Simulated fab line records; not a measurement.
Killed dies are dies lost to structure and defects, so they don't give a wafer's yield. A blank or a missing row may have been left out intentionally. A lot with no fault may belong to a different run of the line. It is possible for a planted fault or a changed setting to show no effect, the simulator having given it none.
The tool behind it: which one? / flow rit cmos / at 1 step of a route of 202, 14 lots with 42 wafers sampled

WHAT THE GAUGES READ, wafer by wafer
The record holds no reading of a measuring or inspecting step that can be judged against a usual standard deviation.

WHAT TOOL EACH LOT RAN ON (gives the tool, then ch and the chambers of the sampled wafers, and finally the start)
lot=L973; RIT_PWELL_STRIP_09=plasma asher-03 ch 0,1, day 2 05:34
lot=L972; RIT_PWELL_STRIP_09=plasma asher-04 ch 0,1, day 2 06:04
lot=L974; RIT_PWELL_STRIP_09=plasma asher-03 ch 0,1, day 2 09:10
lot=L976; RIT_PWELL_STRIP_09=plasma asher-04 ch 0,1, day 2 21:38
lot=L978; RIT_PWELL_STRIP_09=plasma asher-03 ch 0,1, day 3 08:13
lot=L981; RIT_PWELL_STRIP_09=plasma asher-04 ch 0,1, day 4 02:33
lot=L982; RIT_PWELL_STRIP_09=plasma asher-03 ch 0,1, day 4 02:52
lot=L983; RIT_PWELL_STRIP_09=plasma asher-03 ch 0,1, day 4 07:19
lot=L984; RIT_PWELL_STRIP_09=plasma asher-03 ch 0,1, day 4 12:26
lot=L985; RIT_PWELL_STRIP_09=plasma asher-04 ch 0,1, day 4 22:38
lot=L986; RIT_PWELL_STRIP_09=plasma asher-04 ch 0,1, day 5 02:21
lot=L988; RIT_PWELL_STRIP_09=plasma asher-03 ch 0,1, day 5 11:48
lot=L990; RIT_PWELL_STRIP_09=plasma asher-04 ch 0,1, day 5 20:53
lot=L991; RIT_PWELL_STRIP_09=plasma asher-03 ch 0,1, day 6 00:29
- RIT_PWELL_STRIP_09: strips in O2, time 180 s.

WHAT THE TOOLS THEMSELVES READ (means of the sampled wafers that have a number; where no wafer has one, the mark that the record gives instead)
RIT_PWELL_STRIP_09.
lot=L973; tool=plasma asher-03; drypump motor current A (A)=5.77; o2 flow sccm (sccm)=3996
lot=L972; tool=plasma asher-04; drypump motor current A (A)=5.72; o2 flow sccm (sccm)=4014
lot=L974; tool=plasma asher-03; drypump motor current A (A)=5.72; o2 flow sccm (sccm)=3999
lot=L976; tool=plasma asher-04; drypump motor current A (A)=5.95; o2 flow sccm (sccm)=3995
lot=L978; tool=plasma asher-03; drypump motor current A (A)=5.78; o2 flow sccm (sccm)=4001
lot=L981; tool=plasma asher-04; drypump motor current A (A)=5.72; o2 flow sccm (sccm)=4007
lot=L982; tool=plasma asher-03; drypump motor current A (A)=5.80; o2 flow sccm (sccm)=4003
lot=L983; tool=plasma asher-03; drypump motor current A (A)=5.79; o2 flow sccm (sccm)=4007
lot=L984; tool=plasma asher-03; drypump motor current A (A)=5.79; o2 flow sccm (sccm)=3994
lot=L985; tool=plasma asher-04; drypump motor current A (A)=5.71; o2 flow sccm (sccm)=4001
lot=L986; tool=plasma asher-04; drypump motor current A (A)=5.72; o2 flow sccm (sccm)=4002
lot=L988; tool=plasma asher-03; drypump motor current A (A)=5.79; o2 flow sccm (sccm)=3200
lot=L990; tool=plasma asher-04; drypump motor current A (A)=5.97; o2 flow sccm (sccm)=3992
lot=L991; tool=plasma asher-03; drypump motor current A (A)=5.72; o2 flow sccm (sccm)=3209

THE ANSWER, worked out from the rows above alone
Rule: what is usual is taken from the lots themselves. Put in order of their means at a reading, lots are off if they are a third of the lots or fewer, leave a main group of 4 or more, and stand apart from it by a gap of 3 or more times the standard deviation of the main group's means; of several such gaps the widest counts. A main group whose means are all the same, to the digits that the tables above print for the reading, isn't used. A lot without any number at a reading at which 4 lots or more have one is off too. Where the step has rows for the other lots, those lots are counted as sound. Order of review: gauges by route order, followed by the tools' own readings, for which a lot's mean as printed above is used. The first step at which some lot is off is used, and at that step the reading that is off furthest; a lot without a number counts as furthest.
Off at RIT_PWELL_STRIP_09 (o2 flow sccm): L988, L991. For the main group the mean is 4001 sccm and the standard deviation 6.1.
A tool fits if, at that step or a process step before it, it ran every lot that is off, and no sound lot after the first of them. One candidate fits, namely plasma asher-03 at RIT_PWELL_STRIP_09. Its last sound lot is L984 (day 4 12:26), its first lot that is off L988 (day 5 11:48): a fault that began between those two fits.
The tool's own readings at RIT_PWELL_STRIP_09 bear it out: on the lots that are off they differ by more than 5 times the standard deviation of the sound lots' means. o2 flow sccm reads 3204 sccm there against 4001 sccm on the sound lots.

WHAT THE SIMULATOR HAD PUT IN
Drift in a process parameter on plasma asher-03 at RIT_PWELL_STRIP_09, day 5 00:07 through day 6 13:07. Setting o2 flow sccm, moved by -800, from 4000. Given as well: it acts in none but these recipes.
Shown lots that were struck: L988, L991. The rule above found the same.
